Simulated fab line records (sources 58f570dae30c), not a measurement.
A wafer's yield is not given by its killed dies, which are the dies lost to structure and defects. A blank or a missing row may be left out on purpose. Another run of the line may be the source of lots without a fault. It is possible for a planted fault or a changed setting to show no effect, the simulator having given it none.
A struck lot beside a sound one :: flow berkeleyCmos170 :: 16 steps out of a route of 331
Sound: these wafers, L980.1, L980.2, L980.4. Wafers struck: L991.1, L991.2, L991.6. The cause comes at the end.
Per side, at each step with rows, come the tool, then ch with its chambers, and then its first start. Under that, the readings that differ: sound wafers :: struck wafers :: difference of the means :: sigmas: that difference in standard deviations of wafers without a fault.
alike: readings with means less than 2 such deviations apart, plus words and numbers identical on both sides. not compared: withheld readings, readings lacking a value on some wafer, bounds such as >300 that could conceal the same value, and numbers that have no deviation in the record and whose values overlap.
A row with sigmas, a row that says differs or no value, or rows on one side alone: a step with any of these is where the two part. Numbers that have no deviation but don't overlap get no sigmas and don't part them. Lack of a reading on every wafer of one side parts them only where that side has two or more wafers.

first, 2 steps without rows for these wafers: UCB170_FIELD_CLEAN_00 (cleans in dHF, time 7.5 s); UCB170_FIELD_OXIDATION_01 (target thk 558.3 nm, ox time 7200 s).
UCB170_FIELD_THK_MEAS_02:
  sound: filmMetro-01 at day 5 01:52; struck: filmMetro-01 at day 7 15:58
  alike: FIELD_OXIDE_THK
then, 4 steps without rows for these wafers: UCB170_FIELD_ANNEAL_03 (time 1200 s); UCB170_FIELD_WET_ETCH_04 (etches SiO2 in dHF, time 60 s); UCB170_FIELD_WET_ETCH_05 (etches Si3N4 in H3PO4, time 12600 s); UCB170_FIELD_WET_ETCH_06 (etches SiO2 in BOE, time 22 s).
UCB170_FIELD_THK_MEAS_90:
  sound: filmMetro-03 at day 5 09:59; struck: filmMetro-03 at day 8 07:21
  alike: FIELD_OXIDE_LEFT_1_THK
then, 2 steps without rows for these wafers: UCB170_SACOX_CLEAN_00 (cleans in dHF, time 7.5 s); UCB170_SACOX_OXIDATION_01 (target thk 14.4 nm, ox time 2400 s).
UCB170_SACOX_THK_MEAS_02:
  sound: filmMetro-02 at day 5 15:23; struck: filmMetro-02 at day 8 21:36
  alike: SACOX_OXIDE_THK
then, 1 step without rows for these wafers: UCB170_SCREENOX_WET_ETCH_00 (etches SiO2 in dHF, time 200 s).
UCB170_SCREENOX_OXIDATION_01: target thk 14.4 nm, ox time 2400 s.
  sound on furnace-04 ch 0, day 5 19:28; struck on furnace-02 ch 0, day 9 03:14
reading: spikeTcCentreC (C)
sound: 902.0 901.2 902.3
struck: 932.0 934.9 934.4
difference: +31.9
sigmas: +29

reading: spikeTcLoadC (C)
sound: 929.0 929.6 927.3
struck: 960.5 959.1 957.3
difference: +30.3
sigmas: +12

reading: spikeTcSourceC (C)
sound: 920.4 919.3 918.7
struck: 957.6 955.1 956.7
difference: +37.0
sigmas: +14

reading: tubeCenterTempC (C)
sound: 900.07 899.91 900.07
struck: 932 932.06 932.09
difference: +32
sigmas: +99 or more

reading: tube_center_temp_C_max
sound: 902.8 901.9 901.8
struck: 935.3 934.7 934.0
difference: +32.5
sigmas: +90

reading: model.SiO2_of_SCREENOX_OXIDATION_01.thkNm (nm)
sound: 14.25 14.36 14.5
struck: 19.72 19.99 19.8
difference: +5.47
sigmas: 
  alike: zonePowerCentrePct, zonePowerLoadPct
UCB170_SCREENOX_THK_MEAS_02:
  sound: filmMetro-01 at day 5 21:08; struck: filmMetro-01 at day 9 04:58
reading: SCREENOX_OXIDE_THK (nm)
sound: 14.27 14.35 14.54
struck: 19.68 20.01 19.79
difference: +5.44
sigmas: +19
then, 1 step without rows for these wafers: UCB170_SCREENOX_ANNEAL_03 (time 900 s).
UCB170_M3_PROBE_99:
  rows exist in the record for the sound wafers here (prober-01, day 8 11:14), none for the struck ones

== WHERE THEY PART ==
Earliest at UCB170_SCREENOX_OXIDATION_01; latest, in this record, at UCB170_M3_PROBE_99.

WHY: the cause the simulator had injected
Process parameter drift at UCB170_SCREENOX_OXIDATION_01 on furnace-02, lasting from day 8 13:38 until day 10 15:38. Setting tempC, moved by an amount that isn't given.
